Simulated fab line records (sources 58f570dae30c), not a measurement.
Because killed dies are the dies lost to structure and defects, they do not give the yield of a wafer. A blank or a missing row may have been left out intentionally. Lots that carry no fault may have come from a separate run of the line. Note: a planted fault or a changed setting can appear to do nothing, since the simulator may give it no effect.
fab line records | flow berkeleyCmos170
[record] lots = 15 wafers = 45 lastDay = 12
route steps=331 shown NWELL@29 PVT@122 PLDD@155 NLDD@168
lots untouched by any fault: they come from a run of this same line in which no faults occurred
startH: the number of hours between the record's first day and the start of the first shown wafer of the lot | waitH: hours from the lot's prior step to this one | " repeats the value in the row above | L1.1+2: one row covering several wafers at once | - no value, or no start given | * or withheld: withheld | < > ~ a bound
route shown NAME@n: names a module that has steps shown in the file, with the first one's number in the route | usual: mean/standard deviation of fault-free wafers | same: alike in all rows | chamber/n: place in a boat | sites: per-site readings | _std_site: the values' standard deviation | _edge_site: outer sites' mean less inner sites' | radiusMm: for every site, how far away it sits from the centre of the wafer | mask NAME#n: copy n | behind: the tool/chamber that last shaped the wafer | hold: why the lot went on hold/how many hours it stayed there/how the hold came to an end | device: the n, p or np transistor that did not switch | end of line: at the end of the route, the tests of the same wafers | a step with no rows: only its recipe | killed: count of dies lost to structure and defects at first sort (not the wafer's yield) | map: a wafer's dies, marking killed ones x, the rest . and places with no die _
set.NAME: setting as actually run; set.NAME@STEP: the setting as run at that earlier step | model.NAME: the simulator's own value behind a step, which no gauge read
one table for each step of the route and one row for each wafer, over a sample of lots
services: a tool's chamber out of use, with start hour (startH, from the record's first day; less than 0 if before it), hours out, and reason
[[steps]]
[step UCB170_NWELL_STRIP_15]
[recipe] chemistry = O2 powerW = 400 pressureMtorr = 3500 platenTempC = withheld o2FlowSccm = 400 overashFraction = 0.5
[usual] drypumpMotorCurrentA = 5.6/0.43 oesProductAu = 0.721/0.0044 stripTimeToEndpointS = 18.00/0.083
// columns lot.wafer tool chamber startH waitH drypumpMotorCurrentA oesProductAu rfHoursCounterH stripTimeToEndpointS
L171.1 plasmaAsher-04 0 39.58 0.1 6.2 0.726 29 18.05
L171.3 " 1 " " 5.5 0.729 - 18.03
L171.6 " 1 " " 5.5 0.716 - 18.10
L173.1 plasmaAsher-04 0 44.57 0.1 6.2 0.723 30 18.03
L173.4 " 1 " " 5.5 0.730 - 17.98
L173.6 " 1 " " 5.5 0.721 - 18.04
L175.2 plasmaAsher-01 0 52.32 0.1 5.0 0.719 27 18.02
L175.5 " 0 " " 5.0 0.720 - 17.98
L175.6 " 1 " " 5.8 0.715 - 18.06
L178.2 plasmaAsher-04 0 66.75 0.1 6.2 0.720 33 18.07
L178.3 " 0 " " 6.2 0.731 - 17.94
L178.4 " 1 " " 5.5 0.729 - 17.92
L179.2 plasmaAsher-01 1 69.38 0.1 5.8 0.721 29 18.11
L179.5 " 1 " " 5.8 0.722 - 17.94
L179.6 " 0 " " 5.0 0.721 - 18.03
L180.2 plasmaAsher-01 0 76.40 0.1 5.0 0.717 30 18.07
L180.3 " 0 " " 5.0 0.721 - 18.13
L180.4 " 1 " " 5.9 0.728 - 17.96
L181.2 plasmaAsher-04 0 83.21 0.1 6.2 0.728 34 17.93
L181.4 " 0 " " 6.2 0.722 - 18.01
L181.6 " 0 " " 6.2 0.726 - 17.88
L183.4 plasmaAsher-04 1 93.43 0.1 5.5 0.726 - 17.95
L183.5 " 0 " " 6.2 0.719 - 18.00
L183.6 " 1 " " 5.5 0.724 - 17.89
L184.1 plasmaAsher-03 1 98.82 0.1 5.1 0.721 38 17.98
L184.4 " 0 " " 5.5 0.726 - 17.90
L184.5 " 0 " " 5.5 0.714 - 18.01
L190.4 plasmaAsher-01 0 125.03 0.1 5.0 0.715 - 18.10
L190.5 " 1 " " 5.9 0.719 - 18.04
L190.6 " 0 " " 5.0 0.732 - 18.19
L189.1 plasmaAsher-04 0 125.23 0.1 6.2 0.721 39 18.04
L189.5 " 1 " " 5.5 0.716 - 18.04
L189.6 " 0 " " 6.2 0.724 - 17.97
L191.2 plasmaAsher-04 0 133.35 0.1 6.2 0.721 41 18.08
L191.3 " 1 " " 5.5 0.717 - 18.10
L191.6 " 1 " " 5.5 0.719 - 18.21
L193.1 plasmaAsher-03 1 141.15 0.1 5.1 0.721 2 18.07
L193.4 " 0 " " 5.5 0.723 - 17.89
L193.5 " 0 " " 5.5 0.722 - 18.07
L192.3 plasmaAsher-01 1 141.55 0.1 5.9 0.720 - 17.95
L192.5 " 0 " " 5.0 0.714 - 18.09
L192.6 " 1 " " 5.8 0.719 - 18.00
L194.2 plasmaAsher-04 0 148.68 0.1 6.2 0.720 42 17.99
L194.3 " 1 " " 5.5 0.727 - 17.82
L194.4 " 0 " " 6.2 0.722 - 18.00
[step UCB170_PVT_IMPLANT_07]
[recipe] species = P doseCm2 = 2e+12 energyKev = 30 tiltDeg = 7
[usual] doseIonsCm2 = 1.9997e+12/2.1e+09 endStationPressureTorr = 5.02e-06/2.5e-07 faradayCurrentUA = 6.34/0.11
// columns lot.wafer tool chamber startH waitH doseIonsCm2 endStationPressureTorr faradayCurrentUA
L171.1 implanter-04 0 121.92 0.0 2.0017e+12 4.87e-06 6.24
L171.3 " 0 " " 1.9977e+12 5.17e-06 6.24
L171.6 " 0 " " 2.0008e+12 4.9e-06 6.39
L175.2 implanter-02 0 126.39 0.0 2.0004e+12 4.74e-06 6.48
L175.5 " 0 " " 2.0007e+12 4.57e-06 6.25
L175.6 " 0 " " 2.0004e+12 4.7e-06 6.54
L173.1 implanter-03 0 126.43 0.0 1.9999e+12 5.04e-06 6.24
L173.4 " 0 " " 1.998e+12 4.72e-06 6.23
L173.6 " 0 " " 1.9981e+12 5.12e-06 6.40
L179.2 implanter-03 0 152.80 0.0 1.9987e+12 5.16e-06 6.52
L179.5 " 0 " " 1.9968e+12 4.9e-06 6.56
L179.6 " 0 " " 2.0002e+12 4.88e-06 6.54
L178.2 implanter-02 0 153.04 0.0 1.9991e+12 5.2e-06 6.26
L178.3 " 0 " " 1.9981e+12 5.12e-06 6.25
L178.4 " 0 " " 1.999e+12 4.56e-06 6.49
L180.2 implanter-03 0 160.25 0.0 1.9966e+12 5.22e-06 6.31
L180.3 " 0 " " 1.9977e+12 4.59e-06 6.30
L180.4 " 0 " " 1.9967e+12 5.18e-06 6.49
L181.2 implanter-03 0 168.31 0.0 2.0001e+12 4.84e-06 6.40
L181.4 " 0 " " 1.9979e+12 4.9e-06 6.22
L181.6 " 0 " " 1.996e+12 5e-06 6.61
L183.4 implanter-04 0 181.89 0.1 1.999e+12 4.92e-06 6.51
L183.5 " 0 " " 1.9981e+12 5.28e-06 6.28
L183.6 " 0 " " 1.9995e+12 5.26e-06 6.33
L184.1 implanter-03 0 182.09 0.0 1.9965e+12 4.93e-06 6.29
L184.4 " 0 " " 1.9987e+12 4.88e-06 6.49
L184.5 " 0 " " 2.0011e+12 5.31e-06 6.45
L190.4 implanter-04 0 204.38 0.1 2.0049e+12 5.25e-06 6.23
L190.5 " 0 " " 2.0019e+12 4.97e-06 6.28
L190.6 " 0 " " 2.0047e+12 4.56e-06 6.41
L189.1 implanter-03 0 204.85 0.0 2.1135e+12 4.69e-06 6.92
L189.5 " 0 " " 2.1154e+12 5.36e-06 6.65
L189.6 " 0 " " 2.1137e+12 4.75e-06 6.64
L191.2 implanter-03 0 218.84 0.0 2.1118e+12 5.14e-06 6.44
L191.3 " 0 " " 2.1145e+12 4.75e-06 6.58
L191.6 " 0 " " 2.1107e+12 5.18e-06 6.72
L192.3 implanter-02 0 222.88 0.1 2.0025e+12 5.37e-06 6.39
L192.5 " 0 " " 2.0006e+12 4.92e-06 6.35
L192.6 " 0 " " 2.002e+12 5.28e-06 6.41
L194.2 implanter-04 0 223.15 0.0 1.9987e+12 4.84e-06 6.37
L194.3 " 0 " " 2.0007e+12 4.9e-06 6.37
L194.4 " 0 " " 2e+12 4.91e-06 6.40
L193.1 implanter-03 0 223.40 0.0 2.1143e+12 5.14e-06 6.90
L193.4 " 0 " " 2.1132e+12 4.72e-06 6.68
L193.5 " 0 " " 2.1108e+12 5.07e-06 6.73
[step UCB170_PVT_TW_MEAS_09]
[usual] PVT_TW = 506/3.6
// columns lot.wafer tool chamber startH waitH PVT_TW
L171.1 filmMetro-03 - 122.17 0.1 510
L171.3 " - " " 508
L171.6 " - " " 508
L175.2 filmMetro-02 - 126.62 0.1 503
L175.5 " - " " 501
L175.6 " - " " 507
L173.1 filmMetro-02 - 126.68 0.1 504
L173.4 " - " " 501
L173.6 " - " " 500
L179.2 filmMetro-03 - 153.04 0.1 507
L179.5 " - " " 509
L179.6 " - " " 507
L178.2 filmMetro-03 - 153.28 0.1 505
L178.3 " - " " 510
L178.4 " - " " 507
L180.2 filmMetro-03 - 160.48 0.1 506
L180.3 " - " " 509
L180.4 " - " " 505
L181.2 filmMetro-03 - 168.59 0.1 513
L181.4 " - " " 512
L181.6 " - " " 511
L183.4 filmMetro-03 - 182.10 0.1 512
L183.5 " - " " 510
L183.6 " - " " 510
L184.1 filmMetro-02 - 182.34 0.1 504
L184.4 " - " " 504
L184.5 " - " " 503
L190.4 filmMetro-03 - 204.58 0.1 510
L190.5 " - " " 508
L190.6 " - " " 508
L189.1 filmMetro-04 - 205.10 0.1 512
L189.5 " - " " 511
L189.6 " - " " 513
L191.2 filmMetro-03 - 219.08 0.1 517
L191.3 " - " " 518
L191.6 " - " " 517
L192.3 filmMetro-04 - 223.10 0.1 497
L192.5 " - " " 502
L192.6 " - " " 501
L194.2 filmMetro-04 - 223.39 0.1 501
L194.3 " - " " 500
L194.4 " - " " 501
L193.1 filmMetro-03 - 223.65 0.1 519
L193.4 " - " " 516
L193.5 " - " " 520
[step UCB170_PLDD_STRIP_10]
[recipe] chemistry = O2 powerW = 400 pressureMtorr = 3500 platenTempC = withheld o2FlowSccm = 400 overashFraction = 0.5
[usual] drypumpMotorCurrentA = 5.7/0.34 oesProductAu = 0.734/0.0047 stripTimeToEndpointS = 21.58/0.057
// columns lot.wafer tool chamber startH waitH drypumpMotorCurrentA oesProductAu rfHoursCounterH stripTimeToEndpointS
L171.1 plasmaAsher-02 1 135.76 0.1 5.8 0.726 45 21.56
L171.3 " 0 " " 5.4 0.735 - 21.58
L171.6 " 0 " " 5.4 0.739 - 21.59
L173.1 plasmaAsher-02 0 142.71 0.1 5.4 0.736 46 21.66
L173.4 " 1 " " 5.8 0.737 - 21.64
L173.6 " 1 " " 5.8 0.738 - 21.64
L175.2 plasmaAsher-02 1 143.31 0.1 5.8 0.738 46 21.61
L175.5 " 0 " " 5.4 0.737 - 21.61
L175.6 " 1 " " 5.8 0.734 - 21.60
L179.2 plasmaAsher-04 0 167.37 0.1 6.2 0.734 44 21.58
L179.5 " 1 " " 5.5 0.737 - 21.69
L179.6 " 0 " " 6.2 0.728 - 21.63
L178.2 plasmaAsher-02 1 167.61 0.1 5.8 0.735 49 21.56
L178.3 " 0 " " 5.4 0.735 - 21.56
L178.4 " 1 " " 5.8 0.733 - 21.56
L180.2 plasmaAsher-02 1 176.55 0.1 5.8 0.739 50 21.57
L180.3 " 0 " " 5.4 0.731 - 21.62
L180.4 " 1 " " 5.8 0.739 - 21.60
L181.2 plasmaAsher-04 0 184.46 0.1 6.2 0.735 45 21.54
L181.4 " 1 " " 5.5 0.733 - 21.53
L181.6 " 0 " " 6.2 0.734 - 21.44
L183.4 plasmaAsher-04 1 198.29 0.2 5.5 0.744 - 21.57
L183.5 " 1 " " 5.5 0.736 - 21.65
L183.6 " 0 " " 6.2 0.735 - 21.61
L184.1 plasmaAsher-02 1 200.82 0.1 5.8 0.736 52 21.56
L184.4 " 0 " " 5.4 0.730 - 21.58
L184.5 " 0 " " 5.4 0.737 - 21.56
L190.4 plasmaAsher-02 0 216.98 0.1 5.4 0.735 - 21.60
L190.5 " 0 " " 5.4 0.741 - 21.55
L190.6 " 1 " " 5.8 0.737 - 21.62
L189.1 plasmaAsher-04 1 216.99 0.1 5.5 0.730 50 21.66
L189.5 " 0 " " 6.2 0.723 - 21.68
L189.6 " 1 " " 5.5 0.735 - 21.65
L191.2 plasmaAsher-03 0 231.89 0.1 5.5 0.734 13 21.54
L191.3 " 0 " " 5.5 0.729 - 21.58
L191.6 " 1 " " 5.1 0.745 - 21.61
L193.1 plasmaAsher-04 1 237.22 0.1 5.5 0.731 52 21.56
L193.4 " 1 " " 5.5 0.736 - 21.58
L193.5 " 0 " " 6.2 0.734 - 21.54
L192.3 plasmaAsher-02 0 237.78 0.1 5.4 0.744 - 21.71
L192.5 " 0 " " 5.4 0.739 - 21.70
L192.6 " 1 " " 5.8 0.729 - 21.67
L194.2 plasmaAsher-04 1 238.13 0.1 5.5 0.739 52 21.56
L194.3 " 0 " " 6.2 0.736 - 21.59
L194.4 " 1 " " 5.5 0.728 - 21.67
[step UCB170_NLDD_STRIP_10]
[recipe] chemistry = O2 powerW = 400 pressureMtorr = 3500 platenTempC = withheld o2FlowSccm = 400 overashFraction = 0.5
[usual] drypumpMotorCurrentA = 5.5/0.39 oesProductAu = 0.734/0.0043 stripTimeToEndpointS = 21.62/0.06
// columns lot.wafer tool chamber startH waitH drypumpMotorCurrentA oesProductAu rfHoursCounterH stripTimeToEndpointS
L171.1 plasmaAsher-01 1 137.55 0.1 5.9 0.739 37 21.66
L171.3 " 0 " " 5.0 0.737 - 21.57
L171.6 " 0 " " 5.0 0.732 - 21.64
L173.1 plasmaAsher-03 0 144.56 0.1 5.5 0.741 3 21.62
L173.4 " 0 " " 5.5 0.739 - 21.60
L173.6 " 1 " " 5.1 0.728 - 21.64
L175.2 plasmaAsher-03 0 145.18 0.1 5.5 0.743 3 21.61
L175.5 " 0 " " 5.5 0.733 - 21.64
L175.6 " 1 " " 5.1 0.730 - 21.66
L179.2 plasmaAsher-04 1 169.33 0.1 5.5 0.740 45 21.73
L179.5 " 1 " " 5.5 0.730 - 21.66
L179.6 " 0 " " 6.2 0.731 - 21.68
L178.2 plasmaAsher-03 1 169.57 0.1 5.1 0.733 5 21.72
L178.3 " 0 " " 5.5 0.735 - 21.65
L178.4 " 1 " " 5.1 0.731 - 21.69
L180.2 plasmaAsher-03 1 178.43 0.1 5.1 0.731 7 21.58
L180.3 " 0 " " 5.5 0.724 - 21.55
L180.4 " 1 " " 5.1 0.736 - 21.54
L181.2 plasmaAsher-01 1 186.15 0.1 5.8 0.743 42 21.57
L181.4 " 0 " " 5.1 0.737 - 21.64
L181.6 " 0 " " 5.1 0.739 - 21.63
L183.4 plasmaAsher-03 0 199.92 0.1 5.5 0.745 - 21.67
L183.5 " 0 " " 5.5 0.735 - 21.64
L183.6 " 1 " " 5.1 0.728 - 21.58
L184.1 plasmaAsher-03 1 202.59 0.1 5.1 0.742 9 21.51
L184.4 " 0 " " 5.5 0.733 - 21.53
L184.5 " 1 " " 5.1 0.734 - 21.53
L190.4 plasmaAsher-01 1 219.07 0.1 5.9 0.729 - 21.69
L190.5 " 1 " " 5.9 0.738 - 21.66
L190.6 " 0 " " 5.0 0.738 - 21.69
L189.1 plasmaAsher-01 1 219.47 0.1 5.9 0.736 44 21.54
L189.5 " 0 " " 5.0 0.739 - 21.58
L189.6 " 1 " " 5.9 0.736 - 21.51
L191.2 plasmaAsher-03 1 233.73 0.1 5.1 0.737 14 21.71
L191.3 " 0 " " 5.5 0.733 - 21.72
L191.6 " 0 " " 5.5 0.739 - 21.76
L193.1 plasmaAsher-03 0 239.12 0.1 5.5 0.740 14 21.69
L193.4 " 0 " " 5.5 0.737 - 21.73
L193.5 " 1 " " 5.1 0.732 - 21.74
L192.3 plasmaAsher-01 0 239.43 0.1 5.0 0.738 - 21.53
L192.5 " 0 " " 5.0 0.728 - 21.50
L192.6 " 1 " " 5.9 0.740 - 21.56
L194.2 plasmaAsher-03 0 239.83 0.1 5.5 0.731 14 21.61
L194.3 " 0 " " 5.5 0.738 - 21.63
L194.4 " 1 " " 5.1 0.737 - 21.58
[[services]]
// columns tool chamber startH hours kind
plasmaAsher-01 - 16.26 0.5 repair
plasmaAsher-01 - 17.43 9.0 repair
plasmaAsher-03 - 32.35 0.9 repair
implanter-03 - 45.09 6.8 pm
implanter-03 - 69.75 5.4 repair
implanter-04 - 74.68 3.4 repair
implanter-04 - 103.29 0.7 repair
plasmaAsher-03 - 108.75 9.0 pm
plasmaAsher-03 0 108.75 9.0 ventCycle
plasmaAsher-03 1 108.75 9.0 ventCycle
plasmaAsher-03 0 117.75 - clean
plasmaAsher-03 1 117.75 - clean
plasmaAsher-03 - 127.54 3.8 repair
implanter-02 - 130.68 0.5 repair
plasmaAsher-03 - 131.06 4.1 repair
implanter-02 - 138.37 5.9 pm
implanter-02 - 161.92 4.3 repair
plasmaAsher-04 - 172.07 9.8 repair
implanter-03 - 187.34 9.0 repair
implanter-03 - 190.35 5.8 repair
plasmaAsher-01 - 193.04 16.4 repair
plasmaAsher-02 - 195.37 3.9 repair
implanter-02 - 205.89 3.2 repair
implanter-04 - 232.96 1.0 repair
[[key]]
[firstSign] step = UCB170_PVT_IMPLANT_07 reading = doseIonsCm2 direction = up sigmas = 54 usual = 1.9997e+12 struck = 2.1131e+12
[effect] step = UCB170_PVT_IMPLANT_07 reading = faradayCurrentUA direction = up sigmas = 3.2 usual = 6.34 struck = 6.69
[effect] step = UCB170_PVT_TW_MEAS_09 reading = PVT_TW direction = up sigmas = 2.7 usual = 506 struck = 516
metAt UCB170_PVT_IMPLANT_07
struckLots L189,L191,L193
testerLeftOut L189,L191,L193
notActingAt UCB170_NWELL_STRIP_15,UCB170_PLDD_STRIP_10,UCB170_NLDD_STRIP_10
onsetBetween 182.09 204.85
[fault] kind = processParameterDrift tool = implanter-03 chamber = - onsetH = 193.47 steps = UCB170_PVT_IMPLANT_07 channel = doseCm2 offset = 1.1337e+11 shape = step endH = 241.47 actsIn = theseRecipesOnly stated = 2e+12
// testerLeftOut: of these lots the tester's yield and bins aren't shown, on N5 and GAA mostly nor the transistor test; their killed dies are dies lost to structure and defects alone, not to doping, threshold or leakage, so they don't give the yield
